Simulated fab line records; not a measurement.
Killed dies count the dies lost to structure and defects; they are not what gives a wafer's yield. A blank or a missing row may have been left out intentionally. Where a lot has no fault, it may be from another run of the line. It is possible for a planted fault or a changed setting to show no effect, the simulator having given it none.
fab line records | flow berkeleyCmos170
record: lots: 5 wafers: 23
route steps=331 shown PLDD@146 PSD@179 NSD@190 BACKSIDE@202 CONTACT@217 M2@272
startH: the number of hours between the record's first day and the start of the first shown wafer of the lot | waitH: hours from the lot's prior step to this one | " repeats the value in the row above | L1.1+2: a single row standing in for several wafers | - either no value or no given start | * or withheld: withheld | < > ~ a bound
route shown NAME@n: NAME is a module with steps in the file, n the number in the route of the first one | usual: mean/standard deviation taken from wafers without a fault | same: alike in all rows | chamber/n: place in a boat | sites: the reading at each site | _std_site: how widely they spread, as a standard deviation | _edge_site: mean of outer sites minus mean of inner sites | radiusMm: how far each site lies from the wafer's centre | mask NAME#n: copy n | behind: the tool/chamber that last shaped the wafer | hold: cause of the lot's hold/its duration in hours/its outcome | device: names the non-switching transistor (n, p or np) | end of line: the route-end tests of the same wafers | for a step that has no rows: nothing shown but its recipe | killed: dies that structure and defects cost at the first sort, which is not the same as the wafer's yield | map: a wafer's dies, x killed, . not, _ none there
set.NAME: the setting as run; set.NAME@STEP: as run at that earlier step | model.NAME: the simulator's own value behind a step, which no gauge read
one table per step and one row per wafer, for lots whose settings were changed on purpose
== steps ==
step: UCB170_PLDD_COAT_01
recipe: resist: KrF spinRpm: 1500 resistThkNm: 900
columns lot.wafer tool chamber startH waitH set.resistThkNm model.KrF_of_PLDD_COAT_01.thkNm
L077.1 lithoTrack-04 0 154.54 0.1 900 903.1
L077.4 " 0 " " 900 902.3
L077.5 " 0 " " 900 901.6
L079.2 lithoTrack-03 0 182.92 0.1 932.1 929.3
L079.3 " 0 " " 932.1 929.1
L079.4 " 0 " " 900 896.5
L079.5 " 0 " " 900 900.3
L079.6 " 0 " " 900 896.9
L084.1 lithoTrack-04 0 189.96 0.1 900 896.4
L084.2 " 0 " " 927.2 921.5
L084.3 " 0 " " 927.2 924.2
L084.5 " 0 " " 900 895.6
L084.6 " 0 " " 900 896.6
L081.1 lithoTrack-04 0 190.86 0.1 864.9 862.6
L081.2 " 0 " " 864.9 863.7
L081.4 " 0 " " 900 896.6
L081.5 " 0 " " 900 897.6
L081.6 " 0 " " 900 897.2
L085.1 lithoTrack-03 0 210.54 0.1 915.3 913.5
L085.3 " 0 " " 915.3 914.4
L085.4 " 0 " " 900 900.1
L085.5 " 0 " " 900 897.3
L085.6 " 0 " " 915.3 916.3
step: UCB170_PLDD_DEVELOP_05
recipe: developer: TMAH developTimeS: 45 resist: KrF devTempC: 21
columns lot.wafer tool chamber startH waitH set.devTempC
L077.1+4+5 lithoTrack-03 0 - - 21
L079.2+6 lithoTrack-01 0 - - 19.86
L079.3+4+5 " 0 " " 21
L084.1+3 lithoTrack-03 0 - - 22.26
L084.2+5+6 " 0 " " 21
L081.1+6 lithoTrack-04 0 - - 21
L081.2+4+5 " 0 " " 19.17
L085.1+3+5 lithoTrack-01 0 - - 19.27
L085.4+6 " 0 " " 21
step: UCB170_PLDD_IMPLANT_08
recipe: species: BF2 doseCm2: 5e+13 energyKev: 10 tiltDeg: 7 rotationDeg: 0
step: UCB170_PLDD_IMPLANT_09
recipe: species: BF2 doseCm2: 5e+13 energyKev: 10 tiltDeg: 7 rotationDeg: 180
step: UCB170_PLDD_STRIP_10
recipe: chemistry: O2 powerW: 400 pressureMtorr: 3500 platenTempC: withheld o2FlowSccm: 400 overashFraction: 0.5
usual: stripTimeToEndpointS: 21.61/0.067
columns lot.wafer tool chamber startH waitH set.resistThkNm@PLDD_COAT_01 stripTimeToEndpointS
L077.1 plasmaAsher-01 1 156.42 0.1 900 21.70
L077.4 " 0 " " 900 21.69
L077.5 " 0 " " 900 21.67
L079.2 plasmaAsher-01 1 184.17 0.1 932.1 22.33
L079.3 " 0 " " 932.1 22.32
L079.4 " 1 " " 900 21.54
L079.5 " 1 " " 900 21.64
L079.6 " 0 " " 900 21.55
L084.1 plasmaAsher-04 0 192.22 0.1 900 21.53
L084.2 " 1 " " 927.2 22.13
L084.3 " 0 " " 927.2 22.19
L084.5 " 0 " " 900 21.53
L084.6 " 1 " " 900 21.54
L081.1 plasmaAsher-01 0 192.89 0.1 864.9 20.74
L081.2 " 1 " " 864.9 20.75
L081.4 " 1 " " 900 21.54
L081.5 " 0 " " 900 21.56
L081.6 " 1 " " 900 21.56
L085.1 plasmaAsher-03 1 211.83 0.1 915.3 21.97
L085.3 " 1 " " 915.3 21.98
L085.4 " 0 " " 900 21.61
L085.5 " 1 " " 900 21.57
L085.6 " 0 " " 915.3 22.00
step: UCB170_PSD_PEB_04
recipe: pebTempC: 130 pebTimeS: withheld resist: KrF
columns lot.wafer tool chamber startH waitH set.pebTempC
L077.1+4+5 lithoTrack-01 0 165.86 0.2 130
L079.2+5+6 lithoTrack-02 0 191.70 0.6 133.5
L079.3+4 " 0 " " 130
L084.1+2+3+5+6 lithoTrack-01 0 204.83 0.2 130
L081.1+2+6 lithoTrack-04 0 205.07 0.1 130
L081.4+5 " 0 " " 132.9
L085.1+3+4+5+6 lithoTrack-02 0 220.25 0.7 130
step: UCB170_PSD_DEVELOP_05
recipe: developer: TMAH developTimeS: 45 resist: KrF devTempC: 21
step: UCB170_PSD_CD_MEAS_06
recipe: targetCdNm: 1200
usual: cdNm: 1200.6/1.5
columns lot.wafer tool chamber startH waitH set.pebTempC@PSD_PEB_04 cdNm
L077.1 cdSem-02 - 166.14 - 130 1200.0
L077.4 " - " " 130 1201.5
L077.5 " - " " 130 1200.9
L079.2 cdSem-01 - 191.97 - 133.5 1222.5
L079.3 " - " " 130 1202.5
L079.4 " - " " 130 1201.4
L079.5 " - " " 133.5 1222.9
L079.6 " - " " 133.5 1222.0
L084.1 cdSem-02 - 205.11 - 130 1203.4
L084.2 " - " " 130 1201.3
L084.3 " - " " 130 1202.3
L084.5 " - " " 130 1202.2
L084.6 " - " " 130 1202.1
L081.1 cdSem-01 - 205.35 - 130 1201.1
L081.2 " - " " 130 1200.4
L081.4 " - " " 132.9 1219.9
L081.5 " - " " 132.9 1218.6
L081.6 " - " " 130 1201.0
L085.1 cdSem-02 - 220.53 - 130 1199.2
L085.3 " - " " 130 1198.6
L085.4 " - " " 130 1199.0
L085.5 " - " " 130 1200.2
L085.6 " - " " 130 1199.5
step: UCB170_NSD_EXPOSE_03
recipe: maskId: NSELECT_MOD na: 0.5 sigmaOuter: 0.6 sourceShape: conventional targetCdNm: 1200 doseMj: 30
columns lot.wafer tool chamber startH waitH mask set.doseMj
L077.1+4+5 krfScanner-02 0 167.77 0.2 NSELECT_MOD#0 30
L079.2+3 krfScanner-02 0 193.50 0.2 NSELECT_MOD#0 30
L079.4+5+6 " 0 " " NSELECT_MOD#0 29.13
L084.1+2+3 krfScanner-01 0 206.20 0.1 NSELECT_MOD#0 31.11
L084.5+6 " 0 " " NSELECT_MOD#0 30
L081.1+2+4+5+6 krfScanner-02 0 206.73 0.2 NSELECT_MOD#0 30
L085.1+3 krfScanner-01 0 221.90 0.3 NSELECT_MOD#0 30
L085.4+5+6 " 0 " " NSELECT_MOD#0 27.85
step: UCB170_NSD_PEB_04
recipe: pebTempC: 130 pebTimeS: withheld resist: KrF
step: UCB170_NSD_DEVELOP_05
recipe: developer: TMAH developTimeS: 45 resist: KrF devTempC: 21
step: UCB170_NSD_CD_MEAS_06
recipe: targetCdNm: 1200
usual: cdNm: 1201.1/1.7
columns lot.wafer tool chamber startH waitH set.doseMj@NSD_EXPOSE_03 cdNm
L077.1 cdSem-01 - 168.82 - 30 1202.5
L077.4 " - " " 30 1200.7
L077.5 " - " " 30 1201.6
L079.2 cdSem-01 - 194.53 - 30 1200.7
L079.3 " - " " 30 1201.0
L079.4 " - " " 29.13 1197.6
L079.5 " - " " 29.13 1198.1
L079.6 " - " " 29.13 1196.8
L084.1 cdSem-01 - 206.75 - 31.11 1206.8
L084.2 " - " " 31.11 1207.6
L084.3 " - " " 31.11 1207.5
L084.5 " - " " 30 1201.4
L084.6 " - " " 30 1203.0
L081.1 cdSem-01 - 207.12 - 30 1202.3
L081.2 " - " " 30 1201.7
L081.4 " - " " 30 1200.7
L081.5 " - " " 30 1200.5
L081.6 " - " " 30 1201.5
L085.1 cdSem-01 - 222.29 - 30 1201.1
L085.3 " - " " 30 1201.3
L085.4 " - " " 27.85 1188.6
L085.5 " - " " 27.85 1189.0
L085.6 " - " " 27.85 1186.7
step: UCB170_BACKSIDE_STRIP_03
recipe: chemistry: O2 powerW: 400 pressureMtorr: 3500 platenTempC: withheld o2FlowSccm: 400 overashFraction: 0.5
usual: oesProductAu: 0.734/0.0039 stripTimeToEndpointS: 21.96/0.044
columns lot.wafer tool chamber startH waitH set.powerW oesProductAu stripTimeToEndpointS
L077.1 plasmaAsher-04 1 170.45 0.1 400 0.736 21.92
L077.4 " 0 " " 400 0.737 21.87
L077.5 " 0 " " 400 0.739 21.86
L079.2 plasmaAsher-04 0 196.21 0.1 400 0.735 21.93
L079.3 " 1 " " 400 0.736 21.93
L079.4 " 0 " " 436.2 0.771 20.54
L079.5 " 0 " " 400 0.732 21.89
L079.6 " 1 " " 436.2 0.771 20.58
L084.1 plasmaAsher-01 1 208.06 0.1 400 0.729 22.04
L084.2 " 0 " " 400 0.738 21.93
L084.3 " 0 " " 400 0.734 21.94
L084.5 " 0 " " 400 0.734 21.97
L084.6 " 1 " " 400 0.735 21.96
L081.1 plasmaAsher-04 0 208.21 0.1 400 0.734 21.97
L081.2 " 1 " " 400 0.728 21.99
L081.4 " 1 " " 383.1 0.724 22.66
L081.5 " 1 " " 400 0.735 22.00
L081.6 " 0 " " 383.1 0.722 22.67
L085.1 plasmaAsher-01 1 223.78 0.1 400 0.733 22.03
L085.3 " 0 " " 400 0.733 21.95
L085.4 " 1 " " 378.8 0.717 22.83
L085.5 " 0 " " 378.8 0.715 22.89
L085.6 " 1 " " 400 0.737 21.96
step: UCB170_CONTACT_CVD_01
recipe: material: PSG targetThkNm: 700 tempC: 450 precursor: SiH4/O2/PH3 timeS: 2820 pressureMtorr: 300 sih4FlowSccm: 60 o2FlowSccm: 90 ph3FlowSccm: 25
columns lot.wafer tool chamber startH waitH set.sih4FlowSccm model.PSG_of_CONTACT_CVD_01.thkNm
L077.1 lpcvd-02 1 175.24 1.3 60 699.1
L077.4 " 1 " " 60 693.6
L077.5 " 1 " " 60 702.9
L079.2 - - - 0.0 65.62 732.1
L079.3 " - " " 65.62 726.7
L079.4+5 " - " " 65.62 733.1
L079.6 " - " " 65.62 730.9
L081.1 - - - 0.5 64.64 720.6
L081.2 " - " " 64.64 720.7
L081.4 " - " " 64.64 715.3
L081.5 " - " " 64.64 718.4
L081.6 " - " " 64.64 720.5
L084.1 - - - 1.4 60 699.1
L084.2 " - " " 60 698.6
L084.3 " - " " 60 703.3
L084.5 " - " " 60 696.1
L084.6 " - " " 60 697.7
L085.1 - - - 1.0 66.81 727.2
L085.3 " - " " 66.81 725.1
L085.4 " - " " 66.81 728.9
L085.5 " - " " 66.81 729.3
L085.6 " - " " 66.81 723.3
step: UCB170_CONTACT_ETCH_18
recipe: chemistry: CHF3/CF4/Ar target: PSG stopOn: TiSi2 CHF3_flow_sccm: 45 cf4FlowSccm: 15 Ar_flow_sccm: 150 pressureMtorr: 200 rfW: 700 targetDepthA: 8400 overEtchFrac: 0.2 timeS: 195
columns lot.wafer tool chamber startH waitH set.timeS set.sih4FlowSccm@CONTACT_CVD_01 model.etch.depthNm
L077.1 rieDiel-02 3 - - 195 60 699.1
L077.4 " 0 " " 195 60 693.6
L077.5 " 0 " " 195 60 702.9
L079.2+3+4+5+6 rieDiel-04 0,2,1,1,0 - - 195 65.62 -
L081.1 rieDiel-02 3 - - 195 64.64 720.6
L081.2 " 2 " " 195 64.64 720.7
L081.4+5 " 3,2 " " 203.1 64.64 -
L081.6 " 0 " " 203.1 64.64 720.5
L084.1+5+6 rieDiel-04 3,3,2 - - 195 60 -
L084.2 " 1 " " 195 60 698.6
L084.3 " 0 " " 195 60 703.3
L085.1 rieDiel-04 2 - - 195 66.81 -
L085.3 " 3 " " 183.1 66.81 725.1
L085.4 " 0 " " 183.1 66.81 -
L085.5 " 0 " " 195 66.81 729.3
L085.6 " 3 " " 183.1 66.81 723.3
step: UCB170_M2_SPUTTER_01
recipe: material: Al targetThkNm: 900 timeS: 120 powerW: 6000 chamberPressurePa: 0.5
columns lot.wafer tool chamber startH waitH set.powerW model.Al_of_M2_SPUTTER_01.thkNm
L077.1 pvdSputter-02 - 189.22 0.0 6000 888.2
L077.4 " - " " 6000 880.8
L077.5 " - " " 6000 888
L079.2 pvdSputter-02 - 207.50 0.0 5686 851.4
L079.3 " - " " 5686 852.5
L079.4 " - " " 6000 900.7
L079.5 " - " " 6000 901.6
L079.6 " - " " 5686 846.7
L081.1 pvdSputter-03 - 225.34 0.0 5742 873.4
L081.2 " - " " 6000 893.3
L081.4 " - " " 6000 905.5
L081.5 " - " " 6000 915.8
L081.6 " - " " 5742 851.2
L084.1 pvdSputter-02 - 227.49 0.0 6588 991.1
L084.2 " - " " 6000 896.4
L084.3 " - " " 6000 892.2
L084.5 " - " " 6588 978
L084.6 " - " " 6588 987.9
L085.1 pvdSputter-02 - 238.76 0.0 6000 909.3
L085.3 " - " " 6000 909.6
L085.4 " - " " 6000 913.5
L085.5 " - " " 6000 910.1
L085.6 " - " " 6000 895.7
step: UCB170_M2_RS_MEAS_02
recipe: thkMeasGauge: four-point-probe reads: Al_of_M2_SPUTTER_01
usual: M2_AL_RS: 0.0322/0.0004
columns lot.wafer tool chamber startH waitH set.powerW@M2_SPUTTER_01 M2_AL_RS[ohm/sq]
L077.1 filmMetro-01 - 189.30 0.0 6000 0.0326
L077.4 " - " " 6000 0.0328
L077.5 " - " " 6000 0.0326
L079.2 filmMetro-02 - 207.60 0.1 5686 0.0341
L079.3 " - " " 5686 0.0340
L079.4 " - " " 6000 0.0322
L079.5 " - " " 6000 0.0322
L079.6 " - " " 5686 0.0343
L081.1 filmMetro-01 - 225.42 0.0 5742 0.0331
L081.2 " - " " 6000 0.0324
L081.4 " - " " 6000 0.0320
L081.5 " - " " 6000 0.0316
L081.6 " - " " 5742 0.0341
L084.1 filmMetro-04 - 227.57 0.0 6588 0.0291
L084.2 " - " " 6000 0.0323
L084.3 " - " " 6000 0.0325
L084.5 " - " " 6588 0.0295
L084.6 " - " " 6588 0.0292
L085.1 filmMetro-02 - 238.85 0.0 6000 0.0318
L085.3 " - " " 6000 0.0318
L085.4 " - " " 6000 0.0317
L085.5 " - " " 6000 0.0317
L085.6 " - " " 6000 0.0324
step: UCB170_M2_THK_MEAS_03
recipe: thkMeasGauge: xrf reads: Al_of_M2_SPUTTER_01
usual: M2_AL_THK: 900/12
columns lot.wafer tool chamber startH waitH set.powerW@M2_SPUTTER_01 M2_AL_THK[nm]
L077.1 filmMetro-01 - 189.42 0.1 6000 889
L077.4 " - " " 6000 879
L077.5 " - " " 6000 891
L079.2 filmMetro-02 - 207.71 0.1 5686 852
L079.3 " - " " 5686 856
L079.4 " - " " 6000 904
L079.5 " - " " 6000 901
L079.6 " - " " 5686 850
L081.1 filmMetro-01 - 225.54 0.1 5742 874
L081.2 " - " " 6000 898
L081.4 " - " " 6000 906
L081.5 " - " " 6000 916
L081.6 " - " " 5742 852
L084.1 filmMetro-04 - 227.69 0.1 6588 985
L084.2 " - " " 6000 901
L084.3 " - " " 6000 887
L084.5 " - " " 6588 973
L084.6 " - " " 6588 988
L085.1 filmMetro-02 - 238.97 0.1 6000 908
L085.3 " - " " 6000 904
L085.4 " - " " 6000 917
L085.5 " - " " 6000 912
L085.6 " - " " 6000 896
step: UCB170_M2_METAL_ETCH_18
recipe: chemistry: Cl2/BCl3 target: Al stopOn: SiO2 pressureMtorr: 12 targetDepthA: 11700 overEtchFrac: 0.3 timeS: 195 icpW: 600 biasW: 120 Cl2_flow_sccm: 90 bcl3FlowSccm: 45
usual: oesProductAu: 0.853/0.013
columns lot.wafer tool chamber startH waitH set.icpW set.powerW@M2_SPUTTER_01 oesProductAu model.KrF_of_M2_COAT_10.thkNm
L077.1 rieMetal-03 1 193.06 - 600 6000 0.834 214
L077.4 " 1 " " 600 6000 0.840 216.6
L077.5 " 1 " " 600 6000 0.836 213.2
L079.2 rieMetal-04 1 209.99 - 564.4 5686 0.848 -
L079.3 " 0 " " 600 5686 0.835 -
L079.4 " 1 " " 600 6000 0.872 205.6
L079.5 " 0 " " 564.4 6000 0.864 232
L079.6 " 1 " " 564.4 5686 0.842 -
L081.1 rieMetal-03 0 227.38 - 600 5742 0.834 186.3
L081.2 " 1 " " 600 6000 0.838 206.6
L081.4 " 1 " " 562.8 6000 0.849 246.6
L081.5 " 0 " " 562.8 6000 0.860 221.6
L081.6 " 1 " " 562.8 5742 0.816 244.8
L084.1 rieMetal-01 0 230.05 - 600 6588 0.904 -
L084.2 " 1 " " 600 6000 0.851 216
L084.3 " 1 " " 528.2 6000 0.839 287.7
L084.5 " 0 " " 600 6588 0.898 -
L084.6 " 1 " " 528.2 6588 0.901 -
L085.1 rieMetal-03 0 241.23 - 600 6000 0.854 185.1
L085.3 " 0 " " 665.4 6000 0.855 118.2
L085.4 " 1 " " 600 6000 0.848 205.9
L085.5 " 0 " " 600 6000 0.855 187.6
L085.6 " 1 " " 665.4 6000 0.841 142.7
step: UCB170_M2_STRIP_19
recipe: chemistry: O2 powerW: 400 pressureMtorr: 3500 platenTempC: withheld o2FlowSccm: 400 overashFraction: 0.5
usual: oesProductAu: 0.532/0.012
columns lot.wafer tool chamber startH waitH set.icpW@M2_METAL_ETCH_18 oesProductAu
L077.1 plasmaAsher-03 1 193.25 0.1 600 0.551
L077.4 " 1 " " 600 0.549
L077.5 " 1 " " 600 0.552
L079.2 plasmaAsher-01 1 210.17 0.1 564.4 0.573
L079.3 " 1 " " 600 0.521
L079.4 " 0 " " 600 0.539
L079.5 " 1 " " 564.4 0.566
L079.6 " 0 " " 564.4 0.578
L081.1 plasmaAsher-04 0 227.57 0.1 600 0.523
L081.2 " 1 " " 600 0.539
L081.4 " 1 " " 562.8 0.572
L081.5 " 0 " " 562.8 0.551
L081.6 " 1 " " 562.8 0.577
L084.1 plasmaAsher-03 1 230.24 0.1 600 0.523
L084.2 " 0 " " 600 0.552
L084.3 " 0 " " 528.2 0.619
L084.5 " 1 " " 600 0.532
L084.6 " 0 " " 528.2 0.621
L085.1 plasmaAsher-01 1 241.41 0.1 600 0.515
L085.3 " 0 " " 665.4 0.447
L085.4 " 1 " " 600 0.529
L085.5 " 1 " " 600 0.524
L085.6 " 0 " " 665.4 0.473
== key ==
split: step: UCB170_PLDD_COAT_01 setting: resistThkNm stated: 900 by: wafer
response: step: UCB170_PLDD_COAT_01 reading: model.KrF_of_PLDD_COAT_01.thkNm change: +8.81 per: 1% r: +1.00
response: step: UCB170_PLDD_STRIP_10 reading: stripTimeToEndpointS change: * per: 1% r: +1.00
split: step: UCB170_PLDD_DEVELOP_05 setting: devTempC stated: 21 by: wafer
response none clear
split: step: UCB170_PSD_PEB_04 setting: pebTempC stated: 130 by: wafer
response: step: UCB170_PSD_CD_MEAS_06 reading: cdNm change: +7.87 per: 1% r: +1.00
split: step: UCB170_NSD_EXPOSE_03 setting: doseMj stated: 30 by: wafer
response: step: UCB170_NSD_CD_MEAS_06 reading: cdNm change: +1.67 per: 1% r: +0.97
split: step: UCB170_BACKSIDE_STRIP_03 setting: powerW stated: 400 by: wafer
response: step: UCB170_BACKSIDE_STRIP_03 reading: oesProductAu change: +0.00363 per: 1% r: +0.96
response: step: UCB170_BACKSIDE_STRIP_03 reading: stripTimeToEndpointS change: * per: 1% r: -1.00
split: step: UCB170_CONTACT_CVD_01 setting: sih4FlowSccm stated: 60 by: lot
response: step: UCB170_CONTACT_CVD_01 reading: model.PSG_of_CONTACT_CVD_01.thkNm change: +2.78 per: 1% r: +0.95
response: step: UCB170_CONTACT_ETCH_18 reading: model.etch.depthNm change: +2.41 per: 1% r: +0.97
split: step: UCB170_CONTACT_ETCH_18 setting: timeS stated: 195 by: wafer
response none clear
split: step: UCB170_M2_SPUTTER_01 setting: powerW stated: 6000 by: wafer
response: step: UCB170_M2_SPUTTER_01 reading: model.Al_of_M2_SPUTTER_01.thkNm change: +9.48 per: 1% r: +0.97
response: step: UCB170_M2_RS_MEAS_02 reading: M2_AL_RS change: -0.000333 per: 1% r: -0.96
response: step: UCB170_M2_THK_MEAS_03 reading: M2_AL_THK change: +9.27 per: 1% r: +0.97
response: step: UCB170_M2_METAL_ETCH_18 reading: oesProductAu change: +0.00558 per: 1% r: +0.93
split: step: UCB170_M2_METAL_ETCH_18 setting: icpW stated: 600 by: wafer
response: step: UCB170_M2_METAL_ETCH_18 reading: model.KrF_of_M2_COAT_10.thkNm change: -5.87 per: 1% r: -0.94
response: step: UCB170_M2_STRIP_19 reading: oesProductAu change: -0.00644 per: 1% r: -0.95
